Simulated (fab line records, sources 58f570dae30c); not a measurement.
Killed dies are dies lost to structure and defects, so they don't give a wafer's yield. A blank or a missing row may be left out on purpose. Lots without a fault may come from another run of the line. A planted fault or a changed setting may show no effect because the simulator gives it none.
Split-lot experiment | flow berkeley_cmos170 | 5 lots, 23 wafers read, on a route of 331 steps

THE SPLIT
At UCB170_START_OXIDATION_02 (target thk 20 nm, ox time 1800 s), the setting temp_c was moved away from the recipe's 950 C on 15 of the 23 wafers read, by -2.7% to -0.8%. The other wafers ran this setting at the recipe's value.

The file shows no step between the split and the reading.

THE READING
START_OXIDE_THK, in nm, at UCB170_START_THK_MEAS_03. Fault-free wafers of this fab line usually give 20.3 nm, standard deviation 0.35 nm.

wafer  | tool, chamber at the split | temp_c as run, C | against the recipe | START_OXIDE_THK, nm | against lot-mates on the recipe
L076.2 | -, -                       | 940.2            | -1.0%              | 18.0                | no lot-mate on the recipe
L076.3 | -, -                       | 940.2            | -1.0%              | 18.0                | no lot-mate on the recipe
L076.4 | -, -                       | 940.2            | -1.0%              | 17.9                | no lot-mate on the recipe
L076.5 | -, -                       | 940.2            | -1.0%              | 18.3                | no lot-mate on the recipe
L076.6 | -, -                       | 940.2            | -1.0%              | 17.9                | no lot-mate on the recipe
L078.1 | -, -                       | 942              | -0.8%              | 18.5                | no lot-mate on the recipe
L078.2 | -, -                       | 942              | -0.8%              | 18.7                | no lot-mate on the recipe
L078.3 | -, -                       | 942              | -0.8%              | 18.6                | no lot-mate on the recipe
L078.4 | -, -                       | 942              | -0.8%              | 18.6                | no lot-mate on the recipe
L078.6 | -, -                       | 942              | -0.8%              | 18.7                | no lot-mate on the recipe
L080.1 | -, -                       | 950              | recipe             | 20.6                | -
L080.2 | -, -                       | 950              | recipe             | 20.5                | -
L080.4 | -, -                       | 950              | recipe             | 21.0                | -
L080.5 | -, -                       | 950              | recipe             | 20.4                | -
L080.6 | -, -                       | 950              | recipe             | 20.9                | -
L079.3 | furnace-04, 0              | 950              | recipe             | 20.1                | -
L079.4 | furnace-04, 0              | 950              | recipe             | 20.3                | -
L079.5 | furnace-04, 0              | 950              | recipe             | 20.2                | -
L084.2 | -, -                       | 924.4            | -2.7%              | 15.6                | no lot-mate on the recipe
L084.3 | -, -                       | 924.4            | -2.7%              | 15.6                | no lot-mate on the recipe
L084.4 | -, -                       | 924.4            | -2.7%              | 15.7                | no lot-mate on the recipe
L084.5 | -, -                       | 924.4            | -2.7%              | 14.9                | no lot-mate on the recipe
L084.6 | -, -                       | 924.4            | -2.7%              | 15.3                | no lot-mate on the recipe

THE FIT
A straight line over all 23 wafers: START_OXIDE_THK changes by +1.88 nm for each +1% of temp_c; r = +0.99; the points scatter about the line by 0.34 nm.
Too few moved wafers have a lot-mate on the recipe to fit a line with each lot's own level taken away.

THE WHOLE CHAIN: every reading that the file lists as answering this split, in the file's order
step                      | what it does                     | reading                                                                            | change (the file's fit)              | r (the file's)
UCB170_START_OXIDATION_02 | target thk 20 nm, ox time 1800 s | SiO2_of_START_OXIDATION_02.thk_nm (the simulator's own value, which no gauge read) | +1.87 nm for each +1% of the setting | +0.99
UCB170_START_THK_MEAS_03  |                                  | START_OXIDE_THK                                                                    | +1.87 for each +1% of the setting    | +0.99

THE FILE'S OWN FIT
START_OXIDE_THK changes by +1.87 nm for each +1% of temp_c, r = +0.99.
